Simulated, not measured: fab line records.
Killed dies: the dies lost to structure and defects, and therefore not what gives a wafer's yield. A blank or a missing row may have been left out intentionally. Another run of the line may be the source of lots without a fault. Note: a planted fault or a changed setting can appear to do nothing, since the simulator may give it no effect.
Which of the tools did it? / flow berkeley-cmos170 / 21 wafers from 7 lots sampled at 3 of the route's 331 steps

## WHAT THE GAUGES READ, wafer by wafer
UCB170_M2_CD_MEAS_90: the cd target is 700 nm.
lot=L901; measured=day 8 02:15; on=cd-sem-01; cd-nm (nm)=699.7 703.6 703.1
lot=L905; measured=day 8 12:11; on=cd-sem-02; cd-nm (nm)=698.8 698.3 698.9
lot=L904; measured=day 8 12:47; on=cd-sem-01; cd-nm (nm)=699.7 702.5 703.1
lot=L907; measured=day 9 05:08; on=cd-sem-01; cd-nm (nm)=698.9 702.6 703.3
lot=L919; measured=day 11 05:31; on=cd-sem-02; cd-nm (nm)=- - -
lot=L922; measured=day 12 11:20; on=cd-sem-02; cd-nm (nm)=701.2 705.4 705.2
lot=L923; measured=day 13 01:02; on=cd-sem-02; cd-nm (nm)=699.7 698.1 700.4

## WHICH TOOL RAN EACH LOT (tool, then ch and the chambers of the sampled wafers, then the start)
lot=L901; UCB170_M2_ETCH_17=rie-diel-03 ch 2,3, day 8 01:55; UCB170_M2_METAL_ETCH_18=rie-metal-03 ch 0,1, day 8 01:58
lot=L905; UCB170_M2_ETCH_17=rie-diel-01 ch 2,3, day 8 11:50; UCB170_M2_METAL_ETCH_18=rie-metal-01 ch 0,1, day 8 11:53
lot=L904; UCB170_M2_ETCH_17=rie-diel-03 ch 1,3, day 8 12:27; UCB170_M2_METAL_ETCH_18=rie-metal-03 ch 0,1, day 8 12:29
lot=L907; UCB170_M2_ETCH_17=rie-diel-02 ch 1,3, day 9 04:46; UCB170_M2_METAL_ETCH_18=rie-metal-03 ch 0,1, day 9 04:52
lot=L919; UCB170_M2_ETCH_17=rie-diel-02 ch 0,1,3, day 11 05:11; UCB170_M2_METAL_ETCH_18=rie-metal-02 ch 0,1, day 11 05:14
lot=L922; UCB170_M2_ETCH_17=rie-diel-03 ch 0,1, day 12 11:01; UCB170_M2_METAL_ETCH_18=rie-metal-01 ch 0,1, day 12 11:03
lot=L923; UCB170_M2_ETCH_17=rie-diel-03 ch 0,2,3, day 13 00:30; UCB170_M2_METAL_ETCH_18=rie-metal-02 ch 0, day 13 00:36
- UCB170_M2_ETCH_17: etches BARC in N2/H2.
- UCB170_M2_METAL_ETCH_18: etches Al in Cl2/BCl3, stops on SiO2, target depth 1170 nm, time 195 s.

## THE ANSWER, worked out from the rows above alone
Rule: usual is defined by the lots themselves. Put in order of their means at a reading, lots are off if they are a third of the lots or fewer, leave a main group of 4 or more, and stand apart from it by a gap of 3 or more times the standard deviation of the main group's means; of several such gaps the widest counts. A main group is skipped when, at the precision printed for the reading in the tables above, its means are all equal. A lot without any number at a reading at which 4 lots or more have one is off too. All remaining lots with rows at the step are treated as sound.
Off at UCB170_M2_CD_MEAS_90 (cd-nm): L919. Without a number there: L919. The main group: mean 701.2 nm, standard deviation 1.8.
A tool fits if, at a process step before that reading, it ran every lot that is off, and no sound lot after the first of them. Those tools and the gauges at UCB170_M2_CD_MEAS_90 are tried in the same way. One fits: rie-diel-02 at UCB170_M2_ETCH_17. A fault onset in the window from L907 (day 9 04:46, its last sound lot) to L919 (day 11 05:11, its first lot off) fits.

## WHAT WAS PUT IN BY THE SIMULATOR
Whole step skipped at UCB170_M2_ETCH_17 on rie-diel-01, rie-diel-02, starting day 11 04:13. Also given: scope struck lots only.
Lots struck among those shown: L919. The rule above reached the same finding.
